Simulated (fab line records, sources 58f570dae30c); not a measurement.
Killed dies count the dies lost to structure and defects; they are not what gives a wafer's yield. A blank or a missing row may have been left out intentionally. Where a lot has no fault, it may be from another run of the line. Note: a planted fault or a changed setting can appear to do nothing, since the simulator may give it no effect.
Tool commonality check :: flow berkeley-cmos170 :: 42 wafers sampled across 14 lots

WHY THIS WAS OPENED
At UCB170_PWELL_TW_MEAS_17 the reading PWELL_TW is flagged on 2 of 14 lots. Fault-free wafers read 378.9, with a standard deviation of 1.9.
Rule: a lot is flagged in two cases, either no wafer of it has a number, or all its wafers with numbers fall more than 4 standard deviations from that mean. The other lots count as sound.

lot: L651
measured: day 3 18:16
on: film-metro-01
PWELL_TW, wafer by wafer: 377.5 379.5 379.8
flag: 

lot: L653
measured: day 3 18:20
on: film-metro-04
PWELL_TW, wafer by wafer: 383.2 380.7 380.5
flag: 

lot: L652
measured: day 3 18:33
on: film-metro-02
PWELL_TW, wafer by wafer: 378.4 378.6 378.6
flag: 

lot: L654
measured: day 3 18:34
on: film-metro-01
PWELL_TW, wafer by wafer: 379.6 379.1 378.4
flag: 

lot: L655
measured: day 4 06:24
on: film-metro-01
PWELL_TW, wafer by wafer: 377.7 378.4 378.4
flag: 

lot: L658
measured: day 4 20:35
on: film-metro-04
PWELL_TW, wafer by wafer: 381.6 384.4 383.2
flag: 

lot: L660
measured: day 5 08:23
on: film-metro-04
PWELL_TW, wafer by wafer: 379.5 378.5 379.5
flag: 

lot: L663
measured: day 5 21:50
on: film-metro-02
PWELL_TW, wafer by wafer: 382.0 381.3 378.2
flag: 

lot: L662
measured: day 5 21:52
on: film-metro-01
PWELL_TW, wafer by wafer: 366.0 364.2 366.9
flag: FLAGGED

lot: L665
measured: day 6 04:20
on: film-metro-01
PWELL_TW, wafer by wafer: 362.5 361.1 361.8
flag: FLAGGED

lot: L668
measured: day 7 02:13
on: film-metro-01
PWELL_TW, wafer by wafer: 377.8 378.6 379.2
flag: 

lot: L671
measured: day 7 17:09
on: film-metro-04
PWELL_TW, wafer by wafer: 377.0 375.1 374.9
flag: 

lot: L670
measured: day 7 17:22
on: film-metro-01
PWELL_TW, wafer by wafer: 377.8 376.6 377.8
flag: 

lot: L674
measured: day 8 08:01
on: film-metro-04
PWELL_TW, wafer by wafer: 378.9 381.4 380.7
flag: 
The mean of the flagged lots' numbers is 363.8, -15.1 from the usual (-8 standard deviations).

TOOL THAT RAN EACH LOT
The record holds 1 process step before the reading, out of a route of 331 steps. Read each cell as the tool, then ch plus the chambers that the sampled wafers visited, then the start.
lot: L651
flag: 
UCB170_PWELL_IMPLANT_15: implanter-04 ch 0, day 3 18:01

lot: L653
flag: 
UCB170_PWELL_IMPLANT_15: implanter-03 ch 0, day 3 18:07

lot: L652
flag: 
UCB170_PWELL_IMPLANT_15: implanter-01 ch 0, day 3 18:18

lot: L654
flag: 
UCB170_PWELL_IMPLANT_15: implanter-04 ch 0, day 3 18:19

lot: L655
flag: 
UCB170_PWELL_IMPLANT_15: implanter-01 ch 0, day 4 06:11

lot: L658
flag: 
UCB170_PWELL_IMPLANT_15: implanter-03 ch 0, day 4 20:20

lot: L660
flag: 
UCB170_PWELL_IMPLANT_15: implanter-03 ch 0, day 5 08:08

lot: L663
flag: 
UCB170_PWELL_IMPLANT_15: implanter-04 ch 0, day 5 21:35

lot: L662
flag: FLAGGED
UCB170_PWELL_IMPLANT_15: implanter-03 ch 0, day 5 21:38

lot: L665
flag: FLAGGED
UCB170_PWELL_IMPLANT_15: implanter-03 ch 0, day 6 04:05

lot: L668
flag: 
UCB170_PWELL_IMPLANT_15: implanter-04 ch 0, day 7 01:59

lot: L671
flag: 
UCB170_PWELL_IMPLANT_15: implanter-04 ch 0, day 7 16:57

lot: L670
flag: 
UCB170_PWELL_IMPLANT_15: implanter-04 ch 0, day 7 17:07

lot: L674
flag: 
UCB170_PWELL_IMPLANT_15: implanter-04 ch 0, day 8 07:47
What is done by these steps:
- UCB170_PWELL_IMPLANT_15
- UCB170_PWELL_TW_MEAS_17

FLAGGED OVER TOTAL, TOOL BY TOOL (the gauges that took the reading come last)
step: UCB170_PWELL_IMPLANT_15
tool: implanter-01
lots run: 2
flagged: 0
share of the flagged lots: none
sound lots run after its first flagged lot: -

step: UCB170_PWELL_IMPLANT_15
tool: implanter-03
lots run: 5
flagged: 2
share of the flagged lots: all
sound lots run after its first flagged lot: 0

step: UCB170_PWELL_IMPLANT_15
tool: implanter-04
lots run: 7
flagged: 0
share of the flagged lots: none
sound lots run after its first flagged lot: -

step: UCB170_PWELL_TW_MEAS_17
tool: film-metro-01
lots run: 7
flagged: 2
share of the flagged lots: all
sound lots run after its first flagged lot: 2 (L668,L670)

step: UCB170_PWELL_TW_MEAS_17
tool: film-metro-02
lots run: 2
flagged: 0
share of the flagged lots: none
sound lots run after its first flagged lot: -

step: UCB170_PWELL_TW_MEAS_17
tool: film-metro-04
lots run: 5
flagged: 0
share of the flagged lots: none
sound lots run after its first flagged lot: -

WHAT IS ALLOWED BY THE TABLE
Every flagged lot went through 2 rows of the table: implanter-03 at UCB170_PWELL_IMPLANT_15 and film-metro-01 at UCB170_PWELL_TW_MEAS_17.
- implanter-03 at UCB170_PWELL_IMPLANT_15: 2 of its 5 lots flagged. It ran its last sound lot, L660, at day 5 08:08 and its first flagged lot, L662, at day 5 21:38: a fault with its onset between the two fits. Its own readings lie more than 4 standard deviations out on every wafer of the flagged lots: dose-ions-cm2, faraday-current-uA.
- film-metro-01 at UCB170_PWELL_TW_MEAS_17: 2 of its 7 lots flagged. Sound lots followed the first flagged one (L668, L670) on it, something a lasting fault affecting the whole tool could not allow.
implanter-03 at UCB170_PWELL_IMPLANT_15 is the single tool remaining.

WHAT THE SIMULATOR PUT IN
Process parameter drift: implanter-03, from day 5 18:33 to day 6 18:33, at UCB170_PWELL_IMPLANT_15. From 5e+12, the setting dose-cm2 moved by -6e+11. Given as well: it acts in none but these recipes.
Lots struck among those shown: L662, L665. Same finding as the rule above.
